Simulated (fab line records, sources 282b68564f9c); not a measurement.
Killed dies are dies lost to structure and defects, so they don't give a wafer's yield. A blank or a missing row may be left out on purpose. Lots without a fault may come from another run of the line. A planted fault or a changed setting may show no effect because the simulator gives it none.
Split-lot experiment | flow rit_cmos | 5 lots, 23 wafers read, on a route of 202 steps

THE SPLIT
At RIT_SILICIDE_SPUTTER_01 (material Ti, target thk 30 nm, time 240 s), the setting time_s was moved away from the recipe's 240 s on 7 of the 23 wafers read, by +8.2% to +14.7%. The other wafers ran this setting at the recipe's value.

FROM THE SPLIT TO THE READING: what the file shows between them, 1 step
- RIT_SILICIDE_RS_MEAS_02: measures by four-point-probe

THE READING
SILICIDE_TI_THK, in nm, at RIT_SILICIDE_THK_MEAS_03 (measures by xrf). Fault-free wafers of this fab line usually give 30.1 nm, standard deviation 0.31 nm.

wafer  | tool, chamber at the split | time_s as run, s | against the recipe | SILICIDE_TI_THK, nm | against lot-mates on the recipe
L074.1 | pvd_sputter-04, -          | 240              | recipe             | 30.2                | -
L074.2 | pvd_sputter-04, -          | 275.4            | +14.7%             | 34.5                | +4.3
L074.3 | pvd_sputter-04, -          | 275.4            | +14.7%             | 34.6                | +4.4
L074.4 | pvd_sputter-04, -          | 240              | recipe             | 30.1                | -
L074.6 | pvd_sputter-04, -          | 240              | recipe             | 30.3                | -
L075.2 | pvd_sputter-03, -          | 259.6            | +8.2%              | 32.4                | +2.5
L075.3 | pvd_sputter-03, -          | 259.6            | +8.2%              | 32.7                | +2.8
L075.4 | pvd_sputter-03, -          | 240              | recipe             | 29.8                | -
L075.5 | pvd_sputter-03, -          | 240              | recipe             | 29.8                | -
L075.6 | pvd_sputter-03, -          | 240              | recipe             | 30.1                | -
L080.1 | pvd_sputter-03, -          | 240              | recipe             | 30.8                | -
L080.2 | pvd_sputter-03, -          | 240              | recipe             | 30.5                | -
L080.5 | pvd_sputter-03, -          | 240              | recipe             | 30.0                | -
L081.1 | pvd_sputter-04, -          | 240              | recipe             | 29.9                | -
L081.2 | pvd_sputter-04, -          | 267              | +11.3%             | 33.3                | +3.5
L081.3 | pvd_sputter-04, -          | 267              | +11.3%             | 33.2                | +3.5
L081.4 | pvd_sputter-04, -          | 240              | recipe             | 29.6                | -
L081.6 | pvd_sputter-04, -          | 267              | +11.3%             | 33.5                | +3.8
L082.2 | pvd_sputter-03, -          | 240              | recipe             | 30.1                | -
L082.3 | pvd_sputter-03, -          | 240              | recipe             | 30.5                | -
L082.4 | pvd_sputter-03, -          | 240              | recipe             | 30.2                | -
L082.5 | pvd_sputter-03, -          | 240              | recipe             | 30.2                | -
L082.6 | pvd_sputter-03, -          | 240              | recipe             | 30.2                | -

THE FIT
A straight line over all 23 wafers: SILICIDE_TI_THK changes by +0.292 nm for each +1% of time_s; r = +0.99; the points scatter about the line by 0.27 nm.
The same after taking each lot's own level away (the mean of its wafers on the recipe; 23 wafers): +0.308 nm for each +1%; r = +0.99; scatter 0.19 nm.
On that fit, the largest move of time_s shifts the reading by 4.5 nm.
The lots' own levels span 29.75 to 30.43 nm, that is 2.2 times the standard deviation above.
So the lot-to-lot level changes the slope little: the two slopes agree.
Check: with one of the wafers moved furthest among these (+14.7%) left out of the fit, the line predicts +4.62 nm for it against its lot-mates. It came out at +4.3 nm against them.

OTHER SPLITS ON THESE WAFERS
These wafers also went through other splits before the reading. Each is held against what the fit with the lots' levels taken away leaves over:
other split on the same wafers | wafers away from the commonest value | r with SILICIDE_TI_THK (lot level and that fit taken away)
RIT_SPACER_CVD_03 time_s       | 15                                   | +0.00
RIT_NSD_IMPLANT_08 dose_cm2    | 7                                    | -0.13
RIT_PSD_COAT_01 spin_rpm       | 9                                    | +0.25
RIT_SDANNEAL_CLEAN_01 time_s   | 18                                   | +0.05

THE WHOLE CHAIN: every reading that the file lists as answering this split, in the file's order
step                     | what it does                              | reading                                                                           | change (the file's fit)               | r (the file's)
RIT_SILICIDE_SPUTTER_01  | material Ti, target thk 30 nm, time 240 s | Ti_of_SILICIDE_SPUTTER_01.thk_nm (the simulator's own value, which no gauge read) | +0.305 nm for each +1% of the setting | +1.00
RIT_SILICIDE_RS_MEAS_02  | measures by four-point-probe              | SILICIDE_TI_RS                                                                    | -0.538 for each +1% of the setting    | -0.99
RIT_SILICIDE_THK_MEAS_03 | measures by xrf                           | SILICIDE_TI_THK                                                                   | +0.307 for each +1% of the setting    | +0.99

THE FILE'S OWN FIT
SILICIDE_TI_THK changes by +0.307 nm for each +1% of time_s, r = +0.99.
